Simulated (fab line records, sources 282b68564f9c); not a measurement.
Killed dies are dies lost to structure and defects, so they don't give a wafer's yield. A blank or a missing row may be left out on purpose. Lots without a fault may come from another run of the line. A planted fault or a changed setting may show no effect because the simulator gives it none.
Which tool did it? | flow rit_cmos | 15 lots, 45 wafers sampled, at 2 steps of a route of 202

WHAT THE GAUGES READ, wafer by wafer
RIT_ACTIVE_THK_MEAS_02.
lot  | measured    | on            | ACTIVE_OXIDE_THK (nm)
L277 | day 1 12:03 | film_metro-03 | 47.9 47.8 48.1
L278 | day 1 17:04 | film_metro-01 | 45.8 46.3 47.2
L280 | day 2 03:04 | film_metro-04 | 48.5 47.4 48.1
L281 | day 2 08:03 | film_metro-04 | 45.3 45.8 46.0
L283 | day 2 18:04 | film_metro-01 | 47.2 47.5 46.5
L284 | day 2 23:03 | film_metro-01 | 47.3 47.6 46.7
L285 | day 3 04:04 | film_metro-01 | 47.9 46.9 45.9
L286 | day 3 09:03 | film_metro-03 | 47.7 47.5 47.9
L287 | day 3 14:03 | film_metro-04 | 47.1 46.5 46.2
L292 | day 4 15:04 | film_metro-03 | 62.0 61.8 61.9
L293 | day 4 20:59 | film_metro-01 | 61.5 62.1 61.5
L295 | day 5 06:04 | film_metro-03 | 62.1 61.2 61.5
L297 | day 5 16:04 | film_metro-01 | 46.3 46.7 46.7
L298 | day 5 21:04 | film_metro-04 | 46.8 48.0 47.6
L299 | day 6 02:03 | film_metro-01 | 47.6 47.9 48.2

WHICH TOOL RAN EACH LOT (tool, then ch and the chambers of the sampled wafers, then the start)
lot  | RIT_ACTIVE_OXIDATION_01
L277 | furnace-02 ch 0, day 1 10:07
L278 | furnace-01 ch 0, day 1 15:07
L280 | furnace-01 ch 0, day 2 01:07
L281 | furnace-04 ch 0, day 2 06:07
L283 | furnace-02 ch 0, day 2 16:07
L284 | furnace-02 ch 0, day 2 21:07
L285 | furnace-04 ch 0, day 3 02:07
L286 | furnace-04 ch 0, day 3 07:07
L287 | furnace-04 ch 0, day 3 12:07
L292 | furnace-02 ch 0, day 4 13:07
L293 | furnace-02 ch 0, day 4 19:03
L295 | furnace-02 ch 0, day 5 04:07
L297 | furnace-04 ch 0, day 5 14:07
L298 | furnace-01 ch 0, day 5 19:07
L299 | furnace-01 ch 0, day 6 00:07
- RIT_ACTIVE_OXIDATION_01: target thk 46.8 nm, ox time 3360 s.

WHAT THE TOOLS THEMSELVES READ (means of the sampled wafers that have a number; where no wafer has one, the mark that the record gives instead)
RIT_ACTIVE_OXIDATION_01.
lot  | tool       | tube_center_temp_C (C) | tube_center_temp_C_max | zone_power_centre_pct (%)
L277 | furnace-02 | 1000                   | 1002.8                 | 48.6
L278 | furnace-01 | 1000                   | 1002.7                 | 49.0
L280 | furnace-01 | 1000                   | 1002.1                 | 49.8
L281 | furnace-04 | 1000                   | 1002.8                 | 50.8
L283 | furnace-02 | 1000                   | 1002.7                 | 48.9
L284 | furnace-02 | 1000                   | 1002.4                 | 48.7
L285 | furnace-04 | 1000                   | 1002.4                 | 50.6
L286 | furnace-04 | 1000                   | 1002.9                 | 50.0
L287 | furnace-04 | 1000                   | 1002.5                 | 50.3
L292 | furnace-02 | 1000                   | 1002.8                 | 48.5
L293 | furnace-02 | 1000                   | 1002.6                 | 49.1
L295 | furnace-02 | 1000                   | 1002.9                 | 49.2
L297 | furnace-04 | 1000                   | 1002.3                 | 50.7
L298 | furnace-01 | 1000                   | 1002.8                 | 49.3
L299 | furnace-01 | 1000                   | 1002.7                 | 49.6

THE ANSWER, worked out from the rows above alone
Rule: what is usual is taken from the lots themselves. Put in order of their means at a reading, lots are off if they are a third of the lots or fewer, leave a main group of 4 or more, and stand apart from it by a gap of 3 or more times the standard deviation of the main group's means; of several such gaps the widest counts. A main group whose means are all the same, to the digits that the tables above print for the reading, isn't used. A lot without any number at a reading at which 4 lots or more have one is off too. The other lots that the step has rows for count as sound. The gauges are gone through in route order, then the tools' own readings, and for those a lot's mean is taken as printed above. The first step at which some lot is off is used, and at that step the reading that is off furthest; a lot without a number counts as furthest.
Off: L292, L293, L295, at RIT_ACTIVE_THK_MEAS_02 (ACTIVE_OXIDE_THK). The main group: mean 47.1 nm, standard deviation 0.68.
A tool fits if, at a process step before that reading, it ran every lot that is off, and no sound lot after the first of them. The gauges at RIT_ACTIVE_THK_MEAS_02 are tried like those tools. One fits: furnace-02 at RIT_ACTIVE_OXIDATION_01. Its last sound lot is L284 (day 2 21:07), its first lot that is off L292 (day 4 13:07): a fault that began between those two fits.

WHAT THE SIMULATOR HAD PUT IN
Process parameter drift: furnace-02, from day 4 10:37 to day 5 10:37, at RIT_ACTIVE_OXIDATION_01. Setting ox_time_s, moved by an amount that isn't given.
Lots struck among those shown: L292, L293, L295. The rule above found the same.
